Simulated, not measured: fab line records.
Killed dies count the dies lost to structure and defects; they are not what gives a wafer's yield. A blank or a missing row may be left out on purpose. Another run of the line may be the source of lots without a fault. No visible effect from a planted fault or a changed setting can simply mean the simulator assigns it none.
A lot that was struck, set against a sound lot | flow rit-cmos | 16 out of 202 route steps
Sound: wafers L483.3, L483.4, L483.5. Struck: wafers L486.2, L486.4, L486.6. The cause comes at the end.
Order at every step that has rows: each side's tool, ch and its chambers, its first start. Under that, the readings that differ: sound wafers | struck wafers | difference of the means | sigmas: that difference in standard deviations of wafers without a fault.
alike: words and numbers the same on both sides, and readings whose means are apart by under 2 such deviations; not compared: readings that were withheld, readings missing a value for some wafer, numbers with overlapping values and no deviation given by the record, and bounds like >300 which may hide the same value.
The two part at a step that has a row with sigmas, a row that says differs or no value, or rows on one side only. Numbers that have no deviation but don't overlap get no sigmas and don't part them. A reading missing from all wafers of one side parts the sides only when that side holds two or more wafers.

RIT_ACTIVE_BOW_MEAS_00:
  sound on film-metro-02, day 4 13:02; struck on film-metro-01, day 5 04:01
  alike: INCOMING_BOW
then, 1 step without rows for these wafers: RIT_ACTIVE_OXIDATION_01 (target thk 46.8 nm, ox time 3360 s).
RIT_ACTIVE_THK_MEAS_02:
  sound on film-metro-02, day 4 15:04; struck on film-metro-01, day 5 06:04
  alike: ACTIVE_OXIDE_THK
then, 1 step without rows for these wafers: RIT_ACTIVE_CVD_03 (deposits Si3N4 from SiH2Cl2/NH3, target thk 150 nm, time 1500 s).
RIT_ACTIVE_THK_MEAS_04:
  sound on film-metro-02, day 4 17:46; struck on film-metro-02, day 5 07:32
  alike: ACTIVE_NITRIDE_THK
then, 1 step without rows for these wafers: RIT_ACTIVE_HMDS_05 (prime time 60 s).
RIT_ACTIVE_COAT_06: resist thk 1000 nm.
  sound on litho-track-02 ch 0, day 4 18:00; struck on litho-track-02 ch 0, day 5 07:46
  reading                                     | sound                | struck               | difference | sigmas
  spin-speed-rpm (rpm)                        | 3247.7 3251.6 3250.7 | 3377.8 3378.6 3376.1 | +127.5     | +67
  model.NOVOLAK_of_ACTIVE_COAT_06.thk-nm (nm) | 1005 1009 1006       | 987.2 982.8 985      | -21.7      |
then, 4 steps without rows for these wafers: RIT_ACTIVE_SOFTBAKE_07 (time 60 s); RIT_ACTIVE_EXPOSE_08 (exposes mask M1, target cd 1400 nm); RIT_ACTIVE_PEB_09; RIT_ACTIVE_DEVELOP_10 (develop time 50 s).
RIT_ACTIVE_CD_MEAS_11: the cd target is 1400 nm.
  sound on cd-sem-02, day 4 18:49; struck on cd-sem-02, day 5 08:35
  reading    | sound                | struck               | difference | sigmas
  cd-nm (nm) | 1401.6 1401.2 1402.9 | 1398.8 1397.6 1398.7 | -3.5       | -2
then, 1 step without rows for these wafers: RIT_ACTIVE_HARDBAKE_12 (time 60 s).
RIT_ACTIVE_ETCH_13: etches Si3N4 in SF6, stops on SiO2, time 210 s, target depth 210 nm.
  sound on rie-diel-03 ch 0,1,3, day 4 19:02; struck on rie-diel-02 ch 1,2,3, day 5 08:50
  reading                                     | sound             | struck            | difference | sigmas
  model.NOVOLAK_of_ACTIVE_COAT_06.thk-nm (nm) | 661.6 668.6 661.6 | 645.5 636.1 650.7 | -19.8      |
  alike: chamber-pressure-mTorr, drypump-motor-current-A, oes-product-au, throttle-valve-pct
  not compared: rf-hours-counter-h
RIT_ACTIVE_STRIP_14: strips in O2, time 180 s.
  sound on plasma-asher-04 ch 0,1, day 4 19:14; struck on plasma-asher-03 ch 0,1, day 5 08:58
  alike: chamber-pressure-mTorr, drypump-motor-current-A
  not compared: rf-hours-counter-h
RIT_M1_PROBE_99:
  sound on prober-01, day 6 18:11; struck on prober-02, day 7 06:41
  alike: killed-at-contacts, killed-at-front-end, killed-dies, killed-on-rim, killed-open, killed-short

WHERE THEY PART
First at RIT_ACTIVE_COAT_06; last, within this record, at RIT_ACTIVE_CD_MEAS_11. Later steps at which nothing parts them and some readings are alike: RIT_ACTIVE_ETCH_13, RIT_ACTIVE_STRIP_14, RIT_M1_PROBE_99.

WHY: what had been put in by the simulator
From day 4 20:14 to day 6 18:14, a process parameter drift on litho-track-02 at RIT_ACTIVE_COAT_06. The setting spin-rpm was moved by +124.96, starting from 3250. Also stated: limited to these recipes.
